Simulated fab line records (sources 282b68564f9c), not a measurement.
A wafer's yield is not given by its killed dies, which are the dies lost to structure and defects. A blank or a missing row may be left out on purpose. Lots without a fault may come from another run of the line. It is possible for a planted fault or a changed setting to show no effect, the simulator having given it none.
fab line records    flow ritCmos
[record] lots = 5  wafers = 23
route steps=202 shown REOX@101 PLDD@123 SPACER@125 PSD@143 SILICIDE@161 CONTACT@168 M1@188
startH: hours from the record's opening day to when the first of the lot's shown wafers began    waitH: how many hours have passed since the lot's step before this one    " the same as in the row above    L1.1+2: a row that stands for several wafers    - no value present, or no start provided    * or withheld: withheld    < > ~ a bound
route shown NAME@n: a module of which the file shows steps, and the number in the route of the first    usual: mean/standard deviation of fault-free wafers    same: alike in all rows    chamber/n: place in a boat    sites: the reading at each site    _std_site: how widely they spread, as a standard deviation    _edge_site: inner sites' mean taken away from outer sites' mean    radiusMm: how far each site lies from the wafer's centre    mask NAME#n: copy n    behind: the last tool/chamber to shape the wafer    hold: what put the lot on hold/how long, in hours/how the hold closed    device: transistor that didn't switch, given as n, p or np    end of line: the same wafers' tests at the end of the route    where a step has no rows: the recipe by itself    killed: at the first sort, the dies lost to defects and structure; wafer yield is something else    map: a wafer's dies, x killed, . not, _ none there
set.NAME: the setting the step ran with; set.NAME@STEP: the setting that earlier step ran with    model.NAME: the simulator's own value behind a step, which no gauge read
lots where settings were altered on purpose, with a table for each step and a row for each wafer
[[steps]]
[step RIT_REOX_OXIDATION_03]
[recipe] tempC = 900  ambient = O2  targetThkA = 252  oxTimeS = 5580
lot.wafer  tool        chamber  startH  waitH  set.tempC  set.tempC@GATE_CVD_08  model.poly-Si_of_GATE_CVD_08.thkNm  model.SiO2_of_REOX_OXIDATION_03.thkNm
L075.2     -           -        -       0.0    900        601.8                  191.2                               24.95
L075.3     "           -        "       "      900        601.8                  191.3                               25.36
L075.4     "           -        "       "      900        601.8                  190.1                               25.05
L075.5     "           -        "       "      900        601.8                  191                                 25.34
L075.6     "           -        "       "      900        601.8                  190.5                               25.09
L079.1     -           -        -       0.0    874        617.3                  281.7                               19.57
L079.2     "           -        "       "      874        617.3                  281.6                               19.27
L079.3     "           -        "       "      874        617.3                  284.7                               19.17
L079.4     "           -        "       "      874        617.3                  282.5                               18.46
L079.5     "           -        "       "      874        617.3                  282.9                               18.95
L081.2     furnace-04  0        75.94   1.6    900        610                    233.5                               25.99
L081.4     "           0        "       "      900        610                    234.1                               25.79
L081.5     "           0        "       "      900        610                    231.3                               25.54
L084.1     -           -        -       0.6    914.4      601.8                  186.3                               28.59
L084.2     "           -        "       "      914.4      601.8                  187.6                               28.47
L084.3     "           -        "       "      914.4      601.8                  187.6                               28.54
L084.5     "           -        "       "      914.4      601.8                  186                                 28.59
L084.6     "           -        "       "      914.4      601.8                  186.6                               28.52
L085.1     -           -        -       0.0    886.8      594.5                  157.6                               21.69
L085.2     "           -        "       "      886.8      594.5                  159                                 21.6
L085.3     "           -        "       "      886.8      594.5                  156.2                               21.5
L085.4     "           -        "       "      886.8      594.5                  157.7                               21.38
L085.6     "           -        "       "      886.8      594.5                  158.7                               21.71
[step RIT_REOX_THK_MEAS_04]
[recipe] reads = SiO2_of_REOX_OXIDATION_03
[usual] REOX_OXIDE_THK = 25.2/0.38
lot.wafer  tool          chamber  startH  waitH  set.tempC@REOX_OXIDATION_03  REOX_OXIDE_THK[nm]
L075.2     filmMetro-03  -        -       -      900                          24.9
L075.3     "             -        "       "      900                          25.4
L075.4     "             -        "       "      900                          25.1
L075.5     "             -        "       "      900                          25.4
L075.6     "             -        "       "      900                          25.1
L079.1     filmMetro-03  -        -       -      874                          19.6
L079.2     "             -        "       "      874                          19.3
L079.3     "             -        "       "      874                          19.1
L079.4     "             -        "       "      874                          18.5
L079.5     "             -        "       "      874                          19.0
L081.2     filmMetro-02  -        78.50   0.0    900                          25.9
L081.4     "             -        "       "      900                          25.8
L081.5     "             -        "       "      900                          25.6
L084.1     filmMetro-02  -        -       -      914.4                        28.6
L084.2     "             -        "       "      914.4                        28.5
L084.3     "             -        "       "      914.4                        28.6
L084.5     "             -        "       "      914.4                        28.6
L084.6     "             -        "       "      914.4                        28.5
L085.1     filmMetro-02  -        -       -      886.8                        21.7
L085.2     "             -        "       "      886.8                        21.6
L085.3     "             -        "       "      886.8                        21.5
L085.4     "             -        "       "      886.8                        21.4
L085.6     "             -        "       "      886.8                        21.7
[step RIT_PLDD_STRIP_09]
[recipe] chemistry = O2  timeS = 180  resist = NOVOLAK  platenTempC = withheld  powerW = 500  pressureMtorr = 4000  o2FlowSccm = 4000
lot.wafer       tool            chamber    startH  waitH  set.o2FlowSccm
L075.2+3+4+5+6  plasmaAsher-03  1,0,1,1,0  53.70   0.1    4000
L079.1+2+3+4+5  plasmaAsher-03  1,0,1,0,1  73.23   0.1    4000
L081.2+4+5      plasmaAsher-01  1,0,0      81.24   0.1    4000
L084.1+3+6      plasmaAsher-03  1,0,1      98.79   0.1    4000
L084.2+5        "               0          "       "      3402
L085.1+3        plasmaAsher-01  1,0        103.00  0.1    4000
L085.2+4+6      "               0,1,1      "       "      3486
[step RIT_SPACER_CLEAN_00]
[recipe] chemistry = SC1  mix = 3:3:50  timeS = 600  tempC = 75
lot.wafer  tool         chamber  startH  waitH  set.tempC@REOX_OXIDATION_03  model.SiO2_of_REOX_OXIDATION_03.thkNm
L075.2     wetBench-01  1        53.93   0.0    900                          23.02
L075.3     "            1        "       "      900                          23.41
L075.4     "            1        "       "      900                          23.12
L075.5     "            1        "       "      900                          23.37
L075.6     "            1        "       "      900                          23.14
L079.1     wetBench-03  0        73.47   0.1    874                          18.07
L079.2     "            0        "       "      874                          17.78
L079.3     "            0        "       "      874                          17.7
L079.4     "            0        "       "      874                          17.04
L079.5     "            0        "       "      874                          17.49
L081.2     wetBench-04  2        81.47   0.0    900                          24.01
L081.4     "            2        "       "      900                          23.83
L081.5     "            2        "       "      900                          23.6
L084.1     wetBench-03  1        99.02   0.1    914.4                        26.4
L084.2     "            1        "       "      914.4                        26.3
L084.3     "            1        "       "      914.4                        26.37
L084.5     "            1        "       "      914.4                        26.42
L084.6     "            1        "       "      914.4                        26.36
L085.1     wetBench-04  0        103.23  0.1    886.8                        20.01
L085.2     "            0        "       "      886.8                        19.93
L085.3     "            0        "       "      886.8                        19.83
L085.4     "            0        "       "      886.8                        19.74
L085.6     "            0        "       "      886.8                        20.04
[step RIT_SPACER_CVD_03]
[recipe] material = Si3N4  targetThkNm = 250  tempC = 810  precursor = SiH2Cl2/NH3  timeS = 3300  pressureMtorr = 300  sih2cl2FlowSccm = 60  nh3FlowSccm = 150
lot.wafer  tool      chamber  startH  waitH  set.tempC  model.Si3N4_of_SPACER_CVD_03.thkNm
L075.2     -         -        -       0.0    789.3      172.3
L075.3     "         -        "       "      789.3      172.5
L075.4+6   "         -        "       "      789.3      170
L075.5     "         -        "       "      789.3      172.7
L079.1     -         -        -       0.0    821.4      306.7
L079.2     "         -        "       "      821.4      306.4
L079.3     "         -        "       "      821.4      307.7
L079.4     "         -        "       "      821.4      306
L079.5     "         -        "       "      821.4      303.2
L081.2     lpcvd-01  1        81.84   0.0    810        251.6
L081.4     "         1        "       "      810        250.7
L081.5     "         1        "       "      810        251.8
L084.1     -         -        -       0.0    799        205.1
L084.2     "         -        "       "      799        203.3
L084.3     "         -        "       "      799        206.4
L084.5     "         -        "       "      799        204.4
L084.6     "         -        "       "      799        204.2
L085.1     -         -        -       0.8    810        252.6
L085.2     "         -        "       "      810        250.9
L085.3     "         -        "       "      810        251.1
L085.4     "         -        "       "      810        251.7
L085.6     "         -        "       "      810        251.9
[step RIT_SPACER_THK_MEAS_04]
[recipe] reads = Si3N4_of_SPACER_CVD_03
[usual] SPACER_NITRIDE_THK = 250.1/1.6
lot.wafer  tool          chamber  startH  waitH  set.tempC@SPACER_CVD_03  SPACER_NITRIDE_THK[nm]
L075.2     filmMetro-01  -        -       -      789.3                    172.4
L075.3     "             -        "       "      789.3                    172.3
L075.4     "             -        "       "      789.3                    169.9
L075.5     "             -        "       "      789.3                    172.6
L075.6     "             -        "       "      789.3                    170.0
L079.1     filmMetro-03  -        -       -      821.4                    306.5
L079.2     "             -        "       "      821.4                    306.5
L079.3     "             -        "       "      821.4                    307.8
L079.4     "             -        "       "      821.4                    306.0
L079.5     "             -        "       "      821.4                    303.0
L081.2     filmMetro-02  -        83.76   0.0    810                      251.5
L081.4     "             -        "       "      810                      250.6
L081.5     "             -        "       "      810                      252.1
L084.1     filmMetro-02  -        -       -      799                      205.1
L084.2     "             -        "       "      799                      203.3
L084.3     "             -        "       "      799                      206.4
L084.5     "             -        "       "      799                      204.5
L084.6     "             -        "       "      799                      204.2
L085.1     filmMetro-01  -        -       -      810                      252.5
L085.2     "             -        "       "      810                      251.0
L085.3     "             -        "       "      810                      251.1
L085.4     "             -        "       "      810                      251.7
L085.6     "             -        "       "      810                      251.9
[step RIT_SPACER_ETCHBACK_05]
[recipe] targetDepthA = 2500  SF6_flow_sccm = 30  CHF3_flow_sccm = 30  target = Si3N4  chemistry = SF6/CHF3  pressureMtorr = 40  rfW = 250  timeS = 240  stopOn = SiO2
[usual] oesProductAu = 0.845/0.015
lot.wafer  tool        chamber  startH  waitH  set.tempC@SPACER_CVD_03  oesProductAu  model.etch.depthNm  model.Si3N4_of_SPACER_CVD_03.thkNm
L075.2     rieDiel-03  1        56.28   0.0    789.3                    0.663         172.3               133.9
L075.3     "           3        "       "      789.3                    0.659         172.5               133.9
L075.4     "           2        "       "      789.3                    0.639         170                 133.1
L075.5     "           3        "       "      789.3                    0.653         172.7               133.7
L075.6     "           2        "       "      789.3                    0.632         170                 132.7
L079.1     rieDiel-03  2        76.77   0.1    821.4                    0.956         306.7               239.7
L079.2     "           0        "       "      821.4                    0.999         306.4               239.1
L079.3     "           3        "       "      821.4                    0.984         307.7               238.7
L079.4     "           1        "       "      821.4                    0.983         306                 238.8
L079.5     "           2        "       "      821.4                    0.944         303.2               237.5
L081.2     rieDiel-04  1        83.81   0.0    810                      0.843         251.6               194
L081.4     "           0        "       "      810                      0.859         250.7               195.8
L081.5     "           1        "       "      810                      0.848         251.8               194.6
L084.1     rieDiel-04  2        102.33  0.1    799                      0.746         205.1               162.4
L084.2     "           1        "       "      799                      0.718         203.3               156.8
L084.3     "           3        "       "      799                      0.724         206.4               161
L084.5     "           2        "       "      799                      0.752         204.4               162
L084.6     "           3        "       "      799                      0.718         204.2               159.8
L085.1     rieDiel-03  0        106.54  0.1    810                      0.870         252.6               196.5
L085.2     "           1        "       "      810                      0.849         250.9               196.3
L085.3     "           3        "       "      810                      0.848         251.1               194.5
L085.4     "           2        "       "      810                      0.824         251.7               196.4
L085.6     "           3        "       "      810                      0.855         251.9               195.5
[step RIT_PSD_COAT_01]
[recipe] resist = NOVOLAK  spinRpm = 3250  resistThkNm = 1000
lot.wafer  tool           chamber  startH  waitH  set.spinRpm  model.NOVOLAK_of_PSD_COAT_01.thkNm
L075.2     lithoTrack-03  0        58.22   0.1    3250         1003
L075.3     "              0        "       "      3250         999.2
L075.4     "              0        "       "      3145         1016
L075.5     "              0        "       "      3145         1017
L075.6     "              0        "       "      3145         1014
L079.1     lithoTrack-04  0        78.99   0.1    3250         1002
L079.2     "              0        "       "      3250         998.8
L079.3     "              0        "       "      3408         976.5
L079.4     "              0        "       "      3408         977.5
L079.5     "              0        "       "      3250         997.9
L081.2+5   lithoTrack-03  0        85.69   0.1    3250         1001
L081.4     "              0        "       "      3250         1002
L084.1     lithoTrack-02  0        104.17  0.1    3250         999.9
L084.2     "              0        "       "      3250         998.4
L084.3     "              0        "       "      3250         998.8
L084.5     "              0        "       "      3250         998.9
L084.6     "              0        "       "      3250         1002
L085.1     lithoTrack-02  0        108.26  0.1    3250         999.6
L085.2     "              0        "       "      3250         999.8
L085.3+4   "              0        "       "      3312         989.6
L085.6     "              0        "       "      3250         1000
[step RIT_PSD_SOFTBAKE_02]
[recipe] resist = NOVOLAK  tempC = 90  timeS = 60
[step RIT_PSD_EXPOSE_03]
[recipe] maskId = M10  na = 0.57  targetCdNm = 40900  doseMj = 250
[step RIT_PSD_DEVELOP_05]
[recipe] resist = NOVOLAK  developTimeS = 50  devTempC = 23
[step RIT_PSD_HARDBAKE_07]
[recipe] resist = NOVOLAK  tempC = 140  timeS = 60
lot.wafer  tool           chamber  startH  waitH  set.spinRpm@PSD_COAT_01  model.NOVOLAK_of_PSD_COAT_01.thkNm
L075.2     lithoTrack-03  0        58.95   0.0    3250                     886
L075.3     "              0        "       "      3250                     883
L075.4     "              0        "       "      3145                     897.7
L075.5     "              0        "       "      3145                     898.4
L075.6     "              0        "       "      3145                     896.2
L079.1     lithoTrack-03  0        79.78   0.1    3250                     885.9
L079.2     "              0        "       "      3250                     882.7
L079.3     "              0        "       "      3408                     863.3
L079.4     "              0        "       "      3408                     864
L079.5     "              0        "       "      3250                     882
L081.2     lithoTrack-02  0        86.72   0.0    3250                     884.5
L081.4     "              0        "       "      3250                     885.6
L081.5     "              0        "       "      3250                     884.9
L084.1     lithoTrack-02  0        104.91  0.0    3250                     883.6
L084.2     "              0        "       "      3250                     882.3
L084.3     "              0        "       "      3250                     882.7
L084.5     "              0        "       "      3250                     882.8
L084.6     "              0        "       "      3250                     885.1
L085.1     lithoTrack-02  0        109.00  0.0    3250                     883.4
L085.2     "              0        "       "      3250                     883.6
L085.3+4   "              0        "       "      3312                     874.6
L085.6     "              0        "       "      3250                     884.1
[step RIT_SILICIDE_WET_ETCH_00]
[recipe] chemistry = BOE  target = SiO2  targetDepthNm = 14  timeS = 15  dry = n2Spin  dilution = 10:1  tempC = 21.5
lot.wafer       tool         chamber  startH  waitH  set.timeS
L075.2+3+4+5+6  -            -        -       0.1    13.91
L079.1+2+3+4+5  -            -        -       0.1    16.24
L081.2+4+5      wetBench-02  2        88.14   0.1    15
L084.1+2+3+5+6  -            -        -       0.1    12.94
L085.1+2+3+4+6  -            -        -       0.1    13.46
[step RIT_CONTACT_CVD_00]
[recipe] material = SiO2  targetThkNm = 400  precursor = TEOS  tempC = 390  timeS = 61  rfW = 400
lot.wafer  tool      chamber  startH  waitH  set.timeS  model.SiO2_of_CONTACT_CVD_00.thkNm
L075.2     pecvd-03  1        60.95   0.0    61         395.8
L075.3     "         2        "       "      61         400.1
L075.4     "         1        "       "      61         393.8
L075.5     "         2        "       "      61         409.7
L075.6     "         0        "       "      61         412.3
L079.1     pecvd-02  0        81.76   0.1    57.44      378.4
L079.2     "         1        "       "      61         403.7
L079.3     "         2        "       "      57.44      373.8
L079.4     "         0        "       "      61         407.6
L079.5     "         2        "       "      61         402.5
L081.2     pecvd-03  1        88.66   0.0    61         390.5
L081.4     "         0        "       "      61         398.4
L081.5     "         2        "       "      61         403.7
L084.1     pecvd-03  0        106.88  0.1    61         396.6
L084.2     "         1        "       "      61         393.4
L084.3     "         2        "       "      67.12      435.9
L084.5     "         1        "       "      61         400.1
L084.6     "         2        "       "      67.12      445.4
L085.1     pecvd-02  2        110.96  0.1    61         396.6
L085.2     "         0        "       "      61         397.1
L085.3     "         0        "       "      61         401.4
L085.4     "         2        "       "      61         403.9
L085.6     "         0        "       "      61         403.4
[step RIT_CONTACT_THK_MEAS_01]
[recipe] reads = SiO2_of_CONTACT_CVD_00
[usual] CONTACT_TEOS_THK = 399/5.2
lot.wafer  tool          chamber  startH  waitH  set.timeS@CONTACT_CVD_00  CONTACT_TEOS_THK[nm]
L075.2     filmMetro-03  -        61.01   0.0    61                        396
L075.3     "             -        "       "      61                        400
L075.4     "             -        "       "      61                        394
L075.5     "             -        "       "      61                        410
L075.6     "             -        "       "      61                        412
L079.1     filmMetro-03  -        81.82   0.0    57.44                     378
L079.2     "             -        "       "      61                        404
L079.3     "             -        "       "      57.44                     374
L079.4     "             -        "       "      61                        408
L079.5     "             -        "       "      61                        402
L081.2     filmMetro-02  -        88.72   0.0    61                        390
L081.4     "             -        "       "      61                        398
L081.5     "             -        "       "      61                        403
L084.1     filmMetro-03  -        106.93  0.0    61                        397
L084.2     "             -        "       "      61                        393
L084.3     "             -        "       "      67.12                     436
L084.5     "             -        "       "      61                        400
L084.6     "             -        "       "      67.12                     446
L085.1     filmMetro-03  -        111.03  0.1    61                        397
L085.2     "             -        "       "      61                        397
L085.3     "             -        "       "      61                        402
L085.4     "             -        "       "      61                        404
L085.6     "             -        "       "      61                        404
[step RIT_M1_COAT_04]
[recipe] resist = NOVOLAK  spinRpm = 2000  resistThkNm = 1300
lot.wafer  tool           chamber  startH  waitH  set.spinRpm  model.NOVOLAK_of_M1_COAT_04.thkNm
L075.2     lithoTrack-02  0        63.83   0.1    2000         1305
L075.3+4   "              0        "       "      2000         1303
L075.5     "              0        "       "      2000         1302
L075.6     "              0        "       "      2000         1304
L079.1     lithoTrack-01  0        85.09   0.1    1917         1333
L079.2+4   "              0        "       "      1917         1332
L079.3     "              0        "       "      2000         1303
L079.5     "              0        "       "      2000         1305
L081.2     lithoTrack-01  0        91.67   0.1    2000         1300
L081.4+5   "              0        "       "      2000         1303
L084.1     lithoTrack-01  0        109.86  0.1    2000         1306
L084.2     "              0        "       "      2000         1307
L084.3+6   "              0        "       "      2000         1302
L084.5     "              0        "       "      2000         1304
L085.1     lithoTrack-04  0        113.98  0.1    1930         1328
L085.2     "              0        "       "      2000         1302
L085.3     "              0        "       "      2000         1300
L085.4     "              0        "       "      1930         1326
L085.6     "              0        "       "      2000         1301
[step RIT_M1_EXPOSE_06]
[recipe] maskId = M12  na = 0.6  sourceShape = conventional  sigmaOuter = 0.5  targetCdNm = 2600  doseMj = 250
lot.wafer       tool             chamber  startH  waitH  mask   set.doseMj
L075.2+3+4+5+6  ilineStepper-02  0        64.12   0.1    M12#0  250
L079.1+2        ilineStepper-02  0        85.51   0.2    M12#0  250
L079.3+4+5      "                0        "       "      M12#0  236.8
L081.2+4+5      ilineStepper-02  0        92.09   0.2    M12#0  250
L084.1+2+3+5+6  ilineStepper-01  0        110.28  0.2    M12#0  250
L085.1+3+6      ilineStepper-01  0        114.28  0.1    M12#0  250
L085.2+4        "                0        "       "      M12#0  238.8
[step RIT_M1_PEB_07]
[recipe] resist = NOVOLAK  tempC = withheld  timeS = withheld
[step RIT_M1_DEVELOP_08]
[recipe] resist = NOVOLAK  developTimeS = 69.88  devTempC = 23
lot.wafer  tool           chamber  startH  waitH  set.doseMj@M1_EXPOSE_06  model.M1.cdNm
L075.2+6   lithoTrack-02  0        -       -      250                      2600
L075.3     "              0        "       "      250                      2599
L075.4     "              0        "       "      250                      2601
L075.5     "              0        "       "      250                      2602
L079.1     lithoTrack-02  0        -       -      250                      2605
L079.2     "              0        "       "      250                      2604
L079.3     "              0        "       "      236.8                    2615
L079.4     "              0        "       "      236.8                    2619
L079.5     "              0        "       "      236.8                    2616
L081.2     lithoTrack-01  0        -       -      250                      2595
L081.4     "              0        "       "      250                      2596
L081.5     "              0        "       "      250                      2599
L084.1+2   lithoTrack-04  0        -       -      250                      2602
L084.3+5   "              0        "       "      250                      2600
L084.6     "              0        "       "      250                      2601
L085.1     lithoTrack-02  0        -       -      250                      2604
L085.2     "              0        "       "      238.8                    2611
L085.3     "              0        "       "      250                      2600
L085.4     "              0        "       "      238.8                    2615
L085.6     "              0        "       "      250                      2602
[step RIT_M1_CD_MEAS_09]
[recipe] targetCdNm = 2600
[usual] cdNm = 2600.2/1.8
lot.wafer  tool      chamber  startH  waitH  set.doseMj@M1_EXPOSE_06  cdNm
L075.2     cdSem-02  -        64.55   -      250                      2599.7
L075.3     "         -        "       "      250                      2598.7
L075.4     "         -        "       "      250                      2600.8
L075.5     "         -        "       "      250                      2602.2
L075.6     "         -        "       "      250                      2600.3
L079.1     cdSem-02  -        85.97   -      250                      2605.3
L079.2     "         -        "       "      250                      2603.3
L079.3     "         -        "       "      236.8                    2614.6
L079.4     "         -        "       "      236.8                    2618.7
L079.5     "         -        "       "      236.8                    2616.0
L081.2     cdSem-02  -        92.52   -      250                      2594.9
L081.4     "         -        "       "      250                      2596.5
L081.5     "         -        "       "      250                      2598.5
L084.1     cdSem-02  -        110.71  -      250                      2601.3
L084.2     "         -        "       "      250                      2601.9
L084.3     "         -        "       "      250                      2600.1
L084.5     "         -        "       "      250                      2600.5
L084.6     "         -        "       "      250                      2600.8
L085.1     cdSem-01  -        114.71  -      250                      2603.9
L085.2     "         -        "       "      238.8                    2611.4
L085.3     "         -        "       "      250                      2600.0
L085.4     "         -        "       "      238.8                    2614.4
L085.6     "         -        "       "      250                      2601.2
[step RIT_M1_HARDBAKE_11]
[recipe] resist = NOVOLAK  tempC = 140  timeS = 120
lot.wafer  tool           chamber  startH  waitH  set.tempC  set.spinRpm@M1_COAT_04  model.NOVOLAK_of_M1_COAT_04.thkNm
L075.2     lithoTrack-02  0        64.73   0.1    142.1      2000                    1138
L075.3+5   "              0        "       "      140        2000                    1139
L075.4     "              0        "       "      140        2000                    1140
L075.6     "              0        "       "      142.1      2000                    1137
L079.1     lithoTrack-02  0        86.13   0.0    140        1917                    1165
L079.2+4   "              0        "       "      136.8      1917                    1171
L079.3     "              0        "       "      136.8      2000                    1145
L079.5     "              0        "       "      140        2000                    1141
L081.2     lithoTrack-02  0        92.72   0.1    140        2000                    1137
L081.4+5   "              0        "       "      140        2000                    1140
L084.1     lithoTrack-04  0        110.87  0.0    138.1      2000                    1146
L084.2     "              0        "       "      140        2000                    1143
L084.3     "              0        "       "      140        2000                    1139
L084.5     "              0        "       "      138.1      2000                    1143
L084.6     "              0        "       "      138.1      2000                    1142
L085.1     lithoTrack-04  0        114.86  0.0    140        1930                    1161
L085.2+6   "              0        "       "      140        2000                    1138
L085.3     "              0        "       "      140        2000                    1136
L085.4     "              0        "       "      140        1930                    1159
[step RIT_M1_PROBE_99]
lot.wafer  tool       chamber  startH  waitH  set.tempC@REOX_OXIDATION_03  set.tempC@SPACER_CVD_03  set.timeS@SILICIDE_WET_ETCH_00  model.etest.pmos_0p15.rOnOhmUm  model.etest.pmosTurned.rOnOhmUm  model.etest.pplusSal.widthNm
L079.1     prober-02  -        88.63   0.1    874                          821.4                    16.24                           2493                            3097                             3367
L079.2     prober-02  -        88.68   0.1    874                          821.4                    16.24                           2526                            3103                             3375
L079.3     prober-02  -        88.73   0.2    874                          821.4                    16.24                           2562                            3156                             3375
L079.4     prober-02  -        88.78   0.2    874                          821.4                    16.24                           2399                            2982                             3356
L079.5     prober-02  -        88.83   0.2    874                          821.4                    16.24                           2417                            3004                             3362
L081.2     prober-02  -        95.40   0.1    900                          810                      15                              2985                            3677                             3485
L081.4     prober-02  -        95.50   0.2    900                          810                      15                              2860                            3574                             3435
L081.5     prober-02  -        95.55   0.2    900                          810                      15                              2837                            3489                             3470
// killed by level:class
L081.2 GATE:geometricParticle:short=3 SILICIDE:geometricParticle:short=1 GATE:geometricParticle:open=1 SPACER:geometricParticle:open=1
L081.4 GATE:geometricParticle:open=3 SPACER:geometricParticle:short=2 SILICIDE:geometricParticle:open=2 GATE:geometricParticle:short=1 SPACER:geometricParticle:open=1
L081.5 GATE:geometricParticle:open=1 GATE:geometricParticle:short=1 SILICIDE:geometricParticle:short=1
[[key]]
[split] step = RIT_REOX_OXIDATION_03  setting = tempC  stated = 900  by = lot
[response] step = RIT_REOX_OXIDATION_03  reading = model.SiO2_of_REOX_OXIDATION_03.thkNm  change = +2.16  per = 1%  r = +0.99
[response] step = RIT_REOX_THK_MEAS_04  reading = REOX_OXIDE_THK  change = +2.16  per = 1%  r = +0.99
[response] step = RIT_SPACER_CLEAN_00  reading = model.SiO2_of_REOX_OXIDATION_03.thkNm  change = +2  per = 1%  r = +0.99
[response] step = RIT_M1_PROBE_99  reading = model.etest.pmosTurned.rOnOhmUm  change = +177  per = 1%  r = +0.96
[response] step = RIT_M1_PROBE_99  reading = model.etest.pmos_0p15.rOnOhmUm  change = +144  per = 1%  r = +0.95
[response] step = RIT_M1_PROBE_99  reading = model.etest.pplusSal.widthNm  change = +33.4  per = 1%  r = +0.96
[split] step = RIT_PLDD_STRIP_09  setting = o2FlowSccm  stated = 4000  by = wafer
response none clear
[split] step = RIT_SPACER_CVD_03  setting = tempC  stated = 810  by = lot
[response] step = RIT_SPACER_CVD_03  reading = model.Si3N4_of_SPACER_CVD_03.thkNm  change = +34  per = 1%  r = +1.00
[response] step = RIT_SPACER_THK_MEAS_04  reading = SPACER_NITRIDE_THK  change = +34  per = 1%  r = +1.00
[response] step = RIT_SPACER_ETCHBACK_05  reading = oesProductAu  change = +0.0823  per = 1%  r = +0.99
[response] step = RIT_SPACER_ETCHBACK_05  reading = model.etch.depthNm  change = +34  per = 1%  r = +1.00
[response] step = RIT_SPACER_ETCHBACK_05  reading = model.Si3N4_of_SPACER_CVD_03.thkNm  change = +26.4  per = 1%  r = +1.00
[response] step = RIT_M1_PROBE_99  reading = model.etest.pmosTurned.rOnOhmUm  change = -363  per = 1%  r = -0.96
[response] step = RIT_M1_PROBE_99  reading = model.etest.pmos_0p15.rOnOhmUm  change = -295  per = 1%  r = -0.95
[response] step = RIT_M1_PROBE_99  reading = model.etest.pplusSal.widthNm  change = -68.5  per = 1%  r = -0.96
[split] step = RIT_PSD_COAT_01  setting = spinRpm  stated = 3250  by = wafer
[response] step = RIT_PSD_COAT_01  reading = model.NOVOLAK_of_PSD_COAT_01.thkNm  change = -4.72  per = 1%  r = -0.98
[response] step = RIT_PSD_HARDBAKE_07  reading = model.NOVOLAK_of_PSD_COAT_01.thkNm  change = -4.13  per = 1%  r = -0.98
[split] step = RIT_SILICIDE_WET_ETCH_00  setting = timeS  stated = 15  by = lot
[response] step = RIT_M1_PROBE_99  reading = model.etest.pmosTurned.rOnOhmUm  change = -61.9  per = 1%  r = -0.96
[response] step = RIT_M1_PROBE_99  reading = model.etest.pmos_0p15.rOnOhmUm  change = -50.2  per = 1%  r = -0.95
[response] step = RIT_M1_PROBE_99  reading = model.etest.pplusSal.widthNm  change = -11.7  per = 1%  r = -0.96
[split] step = RIT_CONTACT_CVD_00  setting = timeS  stated = 61  by = wafer
[response] step = RIT_CONTACT_CVD_00  reading = model.SiO2_of_CONTACT_CVD_00.thkNm  change = +4.51  per = 1%  r = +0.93
[response] step = RIT_CONTACT_THK_MEAS_01  reading = CONTACT_TEOS_THK  change = +4.53  per = 1%  r = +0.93
[split] step = RIT_M1_COAT_04  setting = spinRpm  stated = 2000  by = wafer
[response] step = RIT_M1_COAT_04  reading = model.NOVOLAK_of_M1_COAT_04.thkNm  change = -7.14  per = 1%  r = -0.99
[response] step = RIT_M1_HARDBAKE_11  reading = model.NOVOLAK_of_M1_COAT_04.thkNm  change = -6.32  per = 1%  r = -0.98
[split] step = RIT_M1_EXPOSE_06  setting = doseMj  stated = 250  by = wafer
[response] step = RIT_M1_DEVELOP_08  reading = model.M1.cdNm  change = -2.37  per = 1%  r = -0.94
[response] step = RIT_M1_CD_MEAS_09  reading = cdNm  change = -2.38  per = 1%  r = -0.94
[split] step = RIT_M1_HARDBAKE_11  setting = tempC  stated = 140  by = wafer
response none clear
split outsideThisFile step=RIT_GATE_CVD_08 setting=tempC
// split outsideThisFile: this setting was split too, and the file shows its column; the key of that split is in another file
